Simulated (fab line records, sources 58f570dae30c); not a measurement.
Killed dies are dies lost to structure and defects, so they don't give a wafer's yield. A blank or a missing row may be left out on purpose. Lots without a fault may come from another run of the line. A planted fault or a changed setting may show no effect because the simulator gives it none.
Split-lot experiment | flow berkeley_cmos170 | 5 lots, 23 wafers read, on a route of 331 steps

THE SPLIT
At UCB170_PVT_IMPLANT_07, the setting dose_cm2 was moved away from the recipe's 2e+12 on 11 of the 23 wafers read, by -2.5% to +6.2%. The other wafers ran this setting at the recipe's value.

FROM THE SPLIT TO THE READING: what the file shows between them, 1 step
- UCB170_PVT_STRIP_08: strips in O2

THE READING
PVT_TW, at UCB170_PVT_TW_MEAS_09. Fault-free wafers of this fab line usually give 509, standard deviation 4.3.

wafer  | tool, chamber at the split | dose_cm2 as run | against the recipe | PVT_TW | against lot-mates on the recipe
L078.1 | implanter-03, 0            | 2.124e+12       | +6.2%              | 521    | +9
L078.2 | implanter-03, 0            | 2e+12           | recipe             | 509    | -
L078.3 | implanter-03, 0            | 2.124e+12       | +6.2%              | 520    | +8
L078.5 | implanter-03, 0            | 2e+12           | recipe             | 513    | -
L078.6 | implanter-03, 0            | 2e+12           | recipe             | 514    | -
L080.1 | implanter-04, 0            | 2.104e+12       | +5.2%              | 516    | +8
L080.2 | implanter-04, 0            | 2e+12           | recipe             | 508    | -
L080.3 | implanter-04, 0            | 2.104e+12       | +5.2%              | 520    | +12
L080.4 | implanter-04, 0            | 2.104e+12       | +5.2%              | 520    | +12
L080.6 | implanter-04, 0            | 2e+12           | recipe             | 509    | -
L076.1 | implanter-04, 0            | 2e+12           | recipe             | 512    | -
L076.2 | implanter-04, 0            | 2e+12           | recipe             | 515    | -
L076.3 | implanter-04, 0            | 1.949e+12       | -2.5%              | 508    | -6
L076.4 | implanter-04, 0            | 1.949e+12       | -2.5%              | 510    | -4
L076.6 | implanter-04, 0            | 1.949e+12       | -2.5%              | 510    | -4
L085.1 | implanter-04, 0            | 2e+12           | recipe             | 509    | -
L085.2 | implanter-04, 0            | 2e+12           | recipe             | 510    | -
L085.6 | implanter-04, 0            | 2e+12           | recipe             | 510    | -
L084.1 | implanter-02, 0            | 2e+12           | recipe             | 504    | -
L084.2 | implanter-02, 0            | 2e+12           | recipe             | 501    | -
L084.3 | implanter-02, 0            | 2.101e+12       | +5.0%              | 512    | +10
L084.4 | implanter-02, 0            | 2.101e+12       | +5.0%              | 509    | +6
L084.6 | implanter-02, 0            | 2.101e+12       | +5.0%              | 506    | +4

THE FIT
A straight line over all 23 wafers: PVT_TW changes by +1 for each +1% of dose_cm2; r = +0.58; the points scatter about the line by 4.4.
The same after taking each lot's own level away (the mean of its wafers on the recipe; 23 wafers): +1.56 for each +1%; r = +0.93; scatter 1.9.
On that fit, the largest move of dose_cm2 shifts the reading by 9.7.
The lots' own levels span 502.5 to 513.5, that is 2.6 times the standard deviation above.
So the lot-to-lot level blurs the effect unless lot-mates are compared.
Check: with one of the wafers moved furthest among these (+6.2%) left out of the fit, the line predicts +9.73 for it against its lot-mates. It came out at +9 against them.

OTHER SPLITS ON THESE WAFERS
These wafers also went through other splits before the reading. Each is held against what the fit with the lots' levels taken away leaves over:
other split on the same wafers          | wafers away from the commonest value | r with PVT_TW (lot level and that fit taken away)
UCB170_START_OXIDATION_02 ox_time_s     | 15                                   | -0.28
UCB170_NWELL_CVD_04 temp_c              | 10                                   | -0.07
UCB170_WELLDRIVE_OXIDATION_01 temp_c    | 15                                   | +0.06
UCB170_ACTIVE_COAT_08 spin_rpm          | 6                                    | +0.17
UCB170_ACTIVE_DEVELOP_12 develop_time_s | 6                                    | +0.26
UCB170_PFIELD_IMPLANT_07 energy_kev     | 5                                    | -0.10
UCB170_SCREENOX_OXIDATION_01 temp_c     | 15                                   | -0.17
UCB170_PVT_COAT_01 spin_rpm             | 4                                    | +0.06

THE FILE'S OWN FIT
PVT_TW changes by +1.55 for each +1% of dose_cm2, r = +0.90.
